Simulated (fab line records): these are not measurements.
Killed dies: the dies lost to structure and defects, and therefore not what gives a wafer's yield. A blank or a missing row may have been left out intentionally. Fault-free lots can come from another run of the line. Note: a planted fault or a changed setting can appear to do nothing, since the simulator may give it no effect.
What tool caused it? ; flow berkeley-cmos170 ; Sampling: 15 lots, 45 wafers, 2 of 331 route steps

WHAT THE GAUGES SHOWED, per wafer
UCB170_M3_CD_MEAS_15: the cd target is 700 nm. Usual: cd-nm reads 700.2 nm (standard deviation 1.3).
lot;measured;on;cd-nm (nm);flag
L339;day 7 18:07;cd-sem-01;698.8 700.3 698.9;
L340;day 8 03:34;cd-sem-02;700.0 699.5 698.1;
L343;day 8 14:29;cd-sem-01;701.2 701.8 700.7;
L341;day 8 20:09;cd-sem-01;700.7 700.9 703.3;
L342;day 9 00:43;cd-sem-01;699.3 699.2 698.4;
L345;day 9 01:20;cd-sem-01;702.0 700.1 702.1;
L347;day 9 19:29;cd-sem-01;696.8 698.0 698.3;
L352;day 10 07:07;cd-sem-01;661.2 661.6 660.7;OFF
L350;day 10 08:34;cd-sem-01;670.2 669.5 671.4;OFF
L353;day 10 17:22;cd-sem-02;674.9 675.7 677.4;OFF
L355;day 10 19:45;cd-sem-02;700.4 701.8 700.5;
L356;day 11 07:28;cd-sem-01;700.2 700.4 698.7;
L357;day 11 07:52;cd-sem-01;700.2 699.1 700.3;
L359;day 11 21:18;cd-sem-02;702.6 701.8 702.7;
L360;day 12 03:41;cd-sem-01;698.3 699.0 698.7;

WHAT TOOL EACH LOT RAN ON (gives the tool, then ch and the chambers of the sampled wafers, and finally the start)
lot;UCB170_M3_SOFTBAKE_11
L339;litho-track-02 ch 0, day 7 17:00
L340;litho-track-03 ch 0, day 8 02:00
L343;litho-track-01 ch 0, day 8 13:00
L341;litho-track-03 ch 0, day 8 19:00
L342;litho-track-02 ch 0, day 9 00:00
L345;litho-track-01 ch 0, day 9 00:00
L347;litho-track-01 ch 0, day 9 18:00
L352;litho-track-01 ch 0, day 10 06:00
L350;litho-track-01 ch 0, day 10 07:00
L353;litho-track-01 ch 0, day 10 16:00
L355;litho-track-03 ch 0, day 10 18:00
L356;litho-track-02 ch 0, day 11 06:00
L357;litho-track-03 ch 0, day 11 07:00
L359;litho-track-02 ch 0, day 11 20:00
L360;litho-track-03 ch 0, day 12 02:00
- UCB170_M3_SOFTBAKE_11: time 60 s.

WHAT THE TOOLS THEMSELVES READ (means of the sampled wafers that have a number; where no wafer has one, the mark that the record gives instead)
UCB170_M3_SOFTBAKE_11. Usual: heater-power-total-W 56.80 W, standard deviation 0.051; plate-temp-C 129.98 C, standard deviation 0.13.
lot;tool;heater-power-total-W (W);plate-temp-C (C);flag
L339;litho-track-02;56.82;129.98;
L340;litho-track-03;56.74;129.99;
L343;litho-track-01;56.82;129.96;
L341;litho-track-03;56.75;130.14;
L342;litho-track-02;56.80;129.92;
L345;litho-track-01;56.83;130.00;
L347;litho-track-01;56.76;129.96;
L352;litho-track-01;63.91;142.48;OFF
L350;litho-track-01;63.93;142.47;OFF
L353;litho-track-01;63.95;142.27;OFF
L355;litho-track-03;56.76;130.03;
L356;litho-track-02;56.85;129.85;
L357;litho-track-03;56.84;130.11;
L359;litho-track-02;56.84;130.01;
L360;litho-track-03;56.80;130.06;

THE ANSWER, worked out from the rows above alone
Rule: a lot is off if the mean of its wafers that have a number lies more than 3 standard deviations from the usual mean. A lot without any number at a reading at which 4 lots or more have one is off too. Where the step has rows for the other lots, those lots are counted as sound. After the gauges, taken in route order, come the tools' own readings; for these a lot's mean is taken, as printed above. The first step at which some lot is off is used, and at that step the reading that is off furthest; a lot without a number counts as furthest.
Off, at UCB170_M3_CD_MEAS_15 on cd-nm: L352, L350, L353.
A tool fits if, at a process step before that reading, it ran every lot that is off, and no sound lot after the first of them. The gauges at UCB170_M3_CD_MEAS_15 aren't tried: what is off there is off at UCB170_M3_SOFTBAKE_11 too, on other tools, and a gauge's error can't cause that. One fits: UCB170_M3_SOFTBAKE_11 on litho-track-01. Its last sound lot is L347 (day 9 18:00), its first lot that is off L352 (day 10 06:00): a fault that began between those two fits.
The tool's own readings at UCB170_M3_SOFTBAKE_11 bear it out: on the lots that are off they differ by more than 5 times the standard deviation of the sound lots' means. heater-power-total-W reads 63.93 W there against 56.80 W on the sound lots; plate-temp-C reads 142.41 C there against 130.00 C on the sound lots.

WHAT THE SIMULATOR HAD INSERTED
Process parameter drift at UCB170_M3_SOFTBAKE_11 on litho-track-01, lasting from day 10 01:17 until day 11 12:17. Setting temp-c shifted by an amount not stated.
Shown lots that were struck: L352, L350, L353. Same finding as the rule above.
